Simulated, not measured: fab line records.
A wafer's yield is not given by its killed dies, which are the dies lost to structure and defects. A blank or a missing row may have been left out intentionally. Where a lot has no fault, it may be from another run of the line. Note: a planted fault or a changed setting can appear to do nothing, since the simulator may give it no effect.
What tool caused it? + flow berkeleyCmos170 + Sampling: 13 lots, 39 wafers, 5 of 331 route steps

## WHAT THE GAUGES SHOWED, per wafer
UCB170_V1_THK_MEAS_04. Usual: V1_POLISHED_THK typically reads 1000.2 nm, with standard deviation 1.2.
| lot  | measured     | on           | V1_POLISHED_THK (nm) | flag |
|------|--------------|--------------|----------------------|------|
| L160 | day 7 20:55  | filmMetro-04 | 1002.0 1000.3 1000.1 |      |
| L162 | day 8 08:01  | filmMetro-04 | 999.1 999.8 997.3    |      |
| L164 | day 8 08:01  | filmMetro-03 | 997.9 997.7 999.4    |      |
| L165 | day 8 22:15  | filmMetro-03 | 1000.8 1000.1 998.8  |      |
| L167 | day 9 15:14  | filmMetro-02 | 999.7 1000.7 999.8   |      |
| L168 | day 9 15:14  | filmMetro-03 | 998.1 999.4 997.7    |      |
| L170 | day 10 02:01 | filmMetro-02 | 1002.4 1001.3 999.2  |      |
| L169 | day 10 02:17 | filmMetro-02 | 1001.1 1000.8 1002.2 |      |
| L172 | day 10 15:46 | filmMetro-03 | 1001.5 1002.6 1001.8 |      |
| L178 | day 11 01:08 | filmMetro-02 | 1001.5 1351.5 1002.4 | OFF  |
| L181 | day 12 04:27 | filmMetro-04 | 1000.3 998.6 1000.6  |      |
| L180 | day 12 08:46 | filmMetro-04 | 1000.4 1000.5 1000.0 |      |
| L182 | day 12 20:28 | filmMetro-02 | 999.7 1000.4 1000.6  |      |

## WHICH TOOL RAN EACH LOT (tool, then ch and the chambers of the sampled wafers, then the start)
| lot  | UCB170_SILICIDE_RTA_04          | UCB170_CONTACT_STRIP_06             | UCB170_CONTACT_RTA_08           | UCB170_V1_CMP_02              |
|------|---------------------------------|-------------------------------------|---------------------------------|-------------------------------|
| L160 | rtpAnneal-01 ch 0, day 7 05:21  | plasmaAsher-03 ch 0,1, day 7 09:31  | rtpAnneal-01 ch 0, day 7 09:58  | cmp-01 ch 2,3, day 7 20:32    |
| L162 | rtpAnneal-02 ch 0, day 7 17:42  | plasmaAsher-01 ch 0,1, day 7 23:16  | rtpAnneal-01 ch 0, day 7 23:32  | cmp-01 ch 0,2,3, day 8 07:35  |
| L164 | rtpAnneal-01 ch 0, day 7 17:53  | plasmaAsher-04 ch 0,1, day 7 23:12  | rtpAnneal-02 ch 0, day 7 23:30  | cmp-02 ch 0,1,3, day 8 07:35  |
| L165 | rtpAnneal-02 ch 0, day 8 08:41  | plasmaAsher-01 ch 0,1, day 8 13:57  | rtpAnneal-01 ch 0, day 8 14:13  | cmp-02 ch 1,2,3, day 8 21:58  |
| L167 | rtpAnneal-01 ch 0, day 9 03:09  | plasmaAsher-04 ch 0,1, day 9 06:08  | rtpAnneal-01 ch 0, day 9 06:25  | cmp-01 ch 0,2,3, day 9 14:54  |
| L168 | rtpAnneal-02 ch 0, day 9 03:34  | plasmaAsher-01 ch 0,1, day 9 06:16  | rtpAnneal-02 ch 0, day 9 06:36  | cmp-02 ch 1,3, day 9 14:48    |
| L170 | rtpAnneal-01 ch 0, day 9 11:44  | plasmaAsher-04 ch 0,1, day 9 15:53  | rtpAnneal-02 ch 0, day 9 17:01  | cmp-02 ch 2,3, day 10 01:34   |
| L169 | rtpAnneal-02 ch 0, day 9 12:22  | plasmaAsher-03 ch 0,1, day 9 15:52  | rtpAnneal-01 ch 0, day 9 17:00  | cmp-01 ch 1,2,3, day 10 01:51 |
| L172 | rtpAnneal-01 ch 0, day 10 00:37 | plasmaAsher-03 ch 0,1, day 10 03:31 | rtpAnneal-02 ch 0, day 10 03:47 | cmp-01 ch 2,3, day 10 15:21   |
| L178 | rtpAnneal-01 ch 0, day 10 11:29 | plasmaAsher-04 ch 0,1, day 10 15:23 | rtpAnneal-02 ch 0, day 10 15:41 | cmp-02 ch 0,1,2, day 11 00:43 |
| L181 | rtpAnneal-02 ch 0, day 11 17:11 | plasmaAsher-01 ch 0,1, day 11 19:46 | rtpAnneal-02 ch 0, day 11 20:03 | cmp-01 ch 1,2, day 12 04:02   |
| L180 | rtpAnneal-01 ch 0, day 11 17:34 | plasmaAsher-04 ch 0,1, day 11 21:32 | rtpAnneal-01 ch 0, day 11 21:53 | cmp-01 ch 1,2,3, day 12 08:20 |
| L182 | rtpAnneal-01 ch 0, day 12 02:16 | plasmaAsher-03 ch 0,1, day 12 07:28 | rtpAnneal-02 ch 0, day 12 07:46 | cmp-01 ch 1,2,3, day 12 20:05 |
- UCB170_SILICIDE_RTA_04: time 15 s.
- UCB170_CONTACT_STRIP_06: strips in O2.
- UCB170_CONTACT_RTA_08: time 10 s.
- UCB170_V1_CMP_02: polishes SiO2.

## WHAT THE TOOLS THEMSELVES READ (means of the sampled wafers that have a number; where no wafer has one, the mark that the record gives instead)
UCB170_SILICIDE_RTA_04. Usual: lampPowerPct 11.319 %, standard deviation 0.029; wafer_temp_C_max 652.8, standard deviation 0.8.
| lot  | tool         | lampPowerPct (%) | wafer_temp_C_max | flag |
|------|--------------|------------------|------------------|------|
| L160 | rtpAnneal-01 | 11.291           | 652.5            |      |
| L162 | rtpAnneal-02 | 11.354           | 654.2            |      |
| L164 | rtpAnneal-01 | 11.295           | 653.1            |      |
| L165 | rtpAnneal-02 | 11.342           | 653.4            |      |
| L167 | rtpAnneal-01 | 11.301           | 652.6            |      |
| L168 | rtpAnneal-02 | 11.341           | 653.1            |      |
| L170 | rtpAnneal-01 | 11.296           | 652.6            |      |
| L169 | rtpAnneal-02 | 11.352           | 653.9            |      |
| L172 | rtpAnneal-01 | 11.299           | 652.5            |      |
| L178 | rtpAnneal-01 | 11.288           | 652.8            |      |
| L181 | rtpAnneal-02 | 11.347           | 653.4            |      |
| L180 | rtpAnneal-01 | 11.289           | 652.4            |      |
| L182 | rtpAnneal-01 | 11.301           | 652.6            |      |

UCB170_CONTACT_STRIP_06. Usual: drypumpMotorCurrentA 5.83 A, standard deviation 0.24; oesProductAu 0.735 a.u., standard deviation 0.0048; stripTimeToEndpointS 21.94 s, standard deviation 0.068.
| lot  | tool           | drypumpMotorCurrentA (A) | oesProductAu (a.u.) | stripTimeToEndpointS (s) | flag |
|------|----------------|--------------------------|---------------------|--------------------------|------|
| L160 | plasmaAsher-03 | 5.88                     | 0.733               | 21.79                    |      |
| L162 | plasmaAsher-01 | 6.08                     | 0.736               | 21.86                    |      |
| L164 | plasmaAsher-04 | 5.77                     | 0.738               | 21.89                    |      |
| L165 | plasmaAsher-01 | 6.10                     | 0.734               | 21.91                    |      |
| L167 | plasmaAsher-04 | 5.77                     | 0.731               | 22.04                    |      |
| L168 | plasmaAsher-01 | 6.09                     | 0.738               | 21.99                    |      |
| L170 | plasmaAsher-04 | 5.79                     | 0.742               | 21.88                    |      |
| L169 | plasmaAsher-03 | 5.85                     | 0.735               | 22.01                    |      |
| L172 | plasmaAsher-03 | 5.83                     | 0.732               | 21.87                    |      |
| L178 | plasmaAsher-04 | 5.73                     | 0.739               | 21.96                    |      |
| L181 | plasmaAsher-01 | 6.08                     | 0.737               | 21.93                    |      |
| L180 | plasmaAsher-04 | 5.78                     | 0.741               | 21.87                    |      |
| L182 | plasmaAsher-03 | 5.66                     | 0.733               | 21.96                    |      |

UCB170_CONTACT_RTA_08. Usual: lampPowerPct 26.42 %, standard deviation 0.065; wafer_temp_C_max 904.2, standard deviation 1.2.
| lot  | tool         | lampPowerPct (%) | wafer_temp_C_max | flag |
|------|--------------|------------------|------------------|------|
| L160 | rtpAnneal-01 | 26.34            | 903.3            |      |
| L162 | rtpAnneal-01 | 26.34            | 903.7            |      |
| L164 | rtpAnneal-02 | 26.48            | 904.6            |      |
| L165 | rtpAnneal-01 | 26.38            | 903.2            |      |
| L167 | rtpAnneal-01 | 26.35            | 903.1            |      |
| L168 | rtpAnneal-02 | 26.46            | 905.5            |      |
| L170 | rtpAnneal-02 | 26.49            | 905.2            |      |
| L169 | rtpAnneal-01 | 26.35            | 902.9            |      |
| L172 | rtpAnneal-02 | 26.47            | 904.9            |      |
| L178 | rtpAnneal-02 | 26.48            | 904.6            |      |
| L181 | rtpAnneal-02 | 26.48            | 904.7            |      |
| L180 | rtpAnneal-01 | 26.36            | 903.9            |      |
| L182 | rtpAnneal-02 | 26.45            | 904.9            |      |

UCB170_V1_CMP_02. Usual: motorCurrentA at 15.9 A, with a standard deviation of 1.3.
| lot  | tool   | motorCurrentA (A) | flag |
|------|--------|-------------------|------|
| L160 | cmp-01 | 16.4              |      |
| L162 | cmp-01 | 14.8              |      |
| L164 | cmp-02 | 15.6              |      |
| L165 | cmp-02 | 16.7              |      |
| L167 | cmp-01 | 15.4              |      |
| L168 | cmp-02 | 15.3              |      |
| L170 | cmp-02 | 16.4              |      |
| L169 | cmp-01 | 16.1              |      |
| L172 | cmp-01 | 15.3              |      |
| L178 | cmp-02 | 16.5              |      |
| L181 | cmp-01 | 16.3              |      |
| L180 | cmp-01 | 15.8              |      |
| L182 | cmp-01 | 15.9              |      |

## THE ANSWER, worked out from the rows above alone
Rule: a lot is off if the mean of its wafers that have a number lies more than 3 standard deviations from the usual mean. Also off: a lot with no number at a reading for which 4 or more lots have one. The other lots that the step has rows for count as sound. Order of review: gauges by route order, followed by the tools' own readings, for which a lot's mean as printed above is used. The first step at which some lot is off is used, and at that step the reading that is off furthest; a lot without a number counts as furthest.
Off: at UCB170_V1_THK_MEAS_04 (V1_POLISHED_THK), L178.
If a tool, at a process step before that reading, ran all the lots that are off and no sound lot after the first of them, it fits. The gauges at UCB170_V1_THK_MEAS_04 are tried like those tools. One fits: UCB170_V1_CMP_02 on cmp-02. A fault onset in the window from L170 (day 10 01:34, its last sound lot) to L178 (day 11 00:43, its first lot off) fits.

## WHAT THE SIMULATOR HAD INSERTED
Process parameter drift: cmp-02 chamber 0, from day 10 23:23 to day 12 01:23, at UCB170_V1_CMP_02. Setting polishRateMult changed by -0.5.
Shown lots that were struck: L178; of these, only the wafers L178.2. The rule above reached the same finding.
